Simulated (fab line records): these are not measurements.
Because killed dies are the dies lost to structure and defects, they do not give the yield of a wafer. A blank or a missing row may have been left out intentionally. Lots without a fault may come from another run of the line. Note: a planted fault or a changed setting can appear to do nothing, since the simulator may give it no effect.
A lot that was struck, set against a sound lot | flow berkeleyCmos170 | 43 steps out of a route of 331
Sound: these wafers, L529.1, L529.2, L529.3. Struck: wafers L527.2, L527.3, L527.5. Last of all comes the cause.
Each step with rows lists, per side, the tool, then ch with its chambers, then its first start. Under that, the readings that differ: sound wafers | struck wafers | difference of the means | sigmas: that difference in standard deviations of wafers without a fault.
alike: readings with means less than 2 such deviations apart, plus words and numbers identical on both sides. not compared: withheld readings, readings lacking a value on some wafer, bounds such as >300 that could conceal the same value, and numbers that have no deviation in the record and whose values overlap.
The two part at a step that has a row with sigmas, a row that says differs or no value, or rows on one side only. Numbers that have no deviation but don't overlap get no sigmas and don't part them. A reading missing from all wafers of one side parts the sides only when that side holds two or more wafers.

UCB170_ACTIVE_OVL_MEAS_14:
  sound: overlay-01 at day 6 05:52; struck: overlay-02 at day 6 05:50
  alike: ACTIVE_OVL
UCB170_ACTIVE_ETCH_15: etches Si3N4 in CH3F/Ar/O2, stops on SiO2, target depth 242 nm, time 151 s.
  sound on rieDiel-03 ch 0,1,3, day 6 05:54; struck on rieDiel-02 ch 0,2,3, day 6 05:52
  alike: drypumpMotorCurrentA, mfcArSccm, oesProductAu, throttleValvePct
  not compared: rfHoursCounterH
UCB170_ACTIVE_STRIP_16: strips in O2.
  sound on plasmaAsher-04 ch 0,1, day 6 06:00; struck on plasmaAsher-03 ch 0,1, day 6 05:58
  alike: drypumpMotorCurrentA, oesProductAu, stripTimeToEndpointS
  not compared: rfHoursCounterH
UCB170_ACTIVE_CD_MEAS_90: the cd target is 1200 nm.
  sound: cdSem-01 at day 6 06:08; struck: cdSem-02 at day 6 06:07
  alike: cdNm
then, 7 steps without rows for these wafers: UCB170_ACTIVE_CLEAN_17 (cleans in SPM, time 600 s); UCB170_PFIELD_HMDS_00 (prime time 60 s); UCB170_PFIELD_COAT_01 (resist thk 900 nm); UCB170_PFIELD_SOFTBAKE_02 (time 60 s); UCB170_PFIELD_EXPOSE_03 (exposes mask PFIELD, target cd 1500 nm); UCB170_PFIELD_PEB_04; UCB170_PFIELD_DEVELOP_05 (develop time 45 s).
UCB170_PFIELD_OVL_MEAS_06:
  sound: overlay-01 at day 6 11:16; struck: overlay-01 at day 6 11:00
  alike: PFIELD_OVL
UCB170_PFIELD_IMPLANT_07:
  sound on implanter-02 ch 0, day 6 11:18; struck on implanter-01 ch 0, day 6 11:03
  alike: faradayCurrentUA
UCB170_PFIELD_STRIP_08: strips in O2.
  sound on plasmaAsher-03 ch 0,1, day 6 11:27; struck on plasmaAsher-01 ch 0,1, day 6 11:11
reading                  | sound             | struck            | difference | sigmas
stripTimeToEndpointS (s) | 21.76 21.73 21.77 | 21.58 21.61 21.64 | -0.14      | -2
  alike: drypumpMotorCurrentA, oesProductAu
  not compared: rfHoursCounterH
UCB170_PFIELD_TW_MEAS_09:
  sound: filmMetro-02 at day 6 11:33; struck: filmMetro-02 at day 6 11:17
  alike: PFIELD_TW
then, 2 steps without rows for these wafers: UCB170_FIELD_CLEAN_00 (cleans in dHF, time 7.5 s); UCB170_FIELD_OXIDATION_01 (target thk 558.3 nm, ox time 7200 s).
UCB170_FIELD_THK_MEAS_02:
  sound: filmMetro-04 at day 6 17:19; struck: filmMetro-03 at day 6 17:20
  alike: FIELD_OXIDE_THK
then, 4 steps without rows for these wafers: UCB170_FIELD_ANNEAL_03 (time 1200 s); UCB170_FIELD_WET_ETCH_04 (etches SiO2 in dHF, time 61.03 s); UCB170_FIELD_WET_ETCH_05 (etches Si3N4 in H3PO4, time 12600 s); UCB170_FIELD_WET_ETCH_06 (etches SiO2 in BOE, time 22 s).
UCB170_FIELD_THK_MEAS_90:
  sound: filmMetro-02 at day 7 01:52; struck: filmMetro-02 at day 7 01:49
  alike: FIELD_OXIDE_LEFT_1_THK
then, 2 steps without rows for these wafers: UCB170_SACOX_CLEAN_00 (cleans in dHF, time 7.5 s); UCB170_SACOX_OXIDATION_01 (target thk 14.4 nm, ox time 2400 s).
UCB170_SACOX_THK_MEAS_02:
  sound: filmMetro-01 at day 7 07:40; struck: filmMetro-02 at day 7 07:37
  alike: SACOX_OXIDE_THK
then, 2 steps without rows for these wafers: UCB170_SCREENOX_WET_ETCH_00 (etches SiO2 in dHF, time 200 s); UCB170_SCREENOX_OXIDATION_01 (target thk 14.4 nm, ox time 2400 s).
UCB170_SCREENOX_THK_MEAS_02:
  sound: filmMetro-01 at day 7 14:11; struck: filmMetro-03 at day 7 14:08
  alike: SCREENOX_OXIDE_THK
then, 3 steps without rows for these wafers: UCB170_SCREENOX_ANNEAL_03 (time 900 s); UCB170_NVT_HMDS_00 (prime time 60 s); UCB170_NVT_COAT_01 (resist thk 900 nm).
UCB170_NVT_SOFTBAKE_02: time 62.46 s.
  sound on lithoTrack-04 ch 0, day 7 19:58; struck on lithoTrack-03 ch 0, day 7 20:14
  alike: plateSensorTCentreC, plateSensorTEdgeC
then, 3 steps without rows for these wafers: UCB170_NVT_EXPOSE_03 (exposes mask PWELL, target cd 3000 nm); UCB170_NVT_PEB_04; UCB170_NVT_DEVELOP_05 (develop time 45 s).
UCB170_NVT_OVL_MEAS_06:
  sound: overlay-02 at day 7 21:05; struck: overlay-01 at day 7 21:34
  alike: NVT_OVL
then, 1 step without rows for these wafers: UCB170_NVT_IMPLANT_07.
UCB170_NVT_STRIP_08: strips in O2.
  sound on plasmaAsher-01 ch 0,1, day 7 21:17; struck on plasmaAsher-01 ch 0,1, day 7 21:45
  alike: drypumpMotorCurrentA, oesProductAu, stripTimeToEndpointS
  not compared: rfHoursCounterH
UCB170_NVT_TW_MEAS_09:
  sound: filmMetro-01 at day 7 21:23; struck: filmMetro-01 at day 7 21:52
  alike: NVT_TW
then, 2 steps without rows for these wafers: UCB170_NVT_CLEAN_10 (cleans in SPM, time 600 s); UCB170_PVT_HMDS_00 (prime time 60 s).
-- the record jumps here: 3 days lie between the struck wafers' starts before and after (it left off in module PVT and takes up again in module M3, whose first step shown is number 331 of the route) --
UCB170_M3_PROBE_99:
  sound: prober-01 at day 10 10:32; struck: prober-02 at day 10 11:04
reading                                   | sound                   | struck               | difference | sigmas
model.etest.fieldNMetal.vtV (V)           | 51.92 52.81 52.29       | 49.05 49.44 49.14    | -3.13      | 
model.etest.fieldN.vtVRange               | 0.3599 0.3065 0.2322    | 2.087 2.228 2.2      | +1.872     | 
model.etest.fieldN.vtV (V)                | 19.04 19.19 18.92       | 17.65 18.02 17.28    | -1.40      | 
model.etest.fieldN.vtVRimLessCentre       | -0.253 -0.1166 -0.09662 | 0.9478 1.002 1.123   | +1.1797    | 
model.etest.diodeNplusPwell.bvV (V)       | 12.65 12.69 12.46       | 13.06 13.08 13.09    | +0.48      | 
model.etest.isoNplusNwell.lateralLog10AUm | -8.111 -8.093 -8.102    | -8.04 -8.047 -8.074  | +0.05      | 
model.etest.diodeNplusComb.cjFfUm2        | 0.7969 0.795 0.799      | 0.7896 0.7849 0.7942 | -0.0074    | 
  not compared: model.etest.nmosNarrow.vtLessV

WHERE THEY PART
UCB170_PFIELD_STRIP_08 only, going by this record. Later steps at which nothing parts them and some readings are alike: UCB170_PFIELD_TW_MEAS_09, UCB170_FIELD_THK_MEAS_02, UCB170_FIELD_THK_MEAS_90, UCB170_SACOX_THK_MEAS_02, UCB170_SCREENOX_THK_MEAS_02, UCB170_NVT_SOFTBAKE_02, UCB170_NVT_OVL_MEAS_06, UCB170_NVT_STRIP_08, UCB170_NVT_TW_MEAS_09.

WHY: what had been put in by the simulator
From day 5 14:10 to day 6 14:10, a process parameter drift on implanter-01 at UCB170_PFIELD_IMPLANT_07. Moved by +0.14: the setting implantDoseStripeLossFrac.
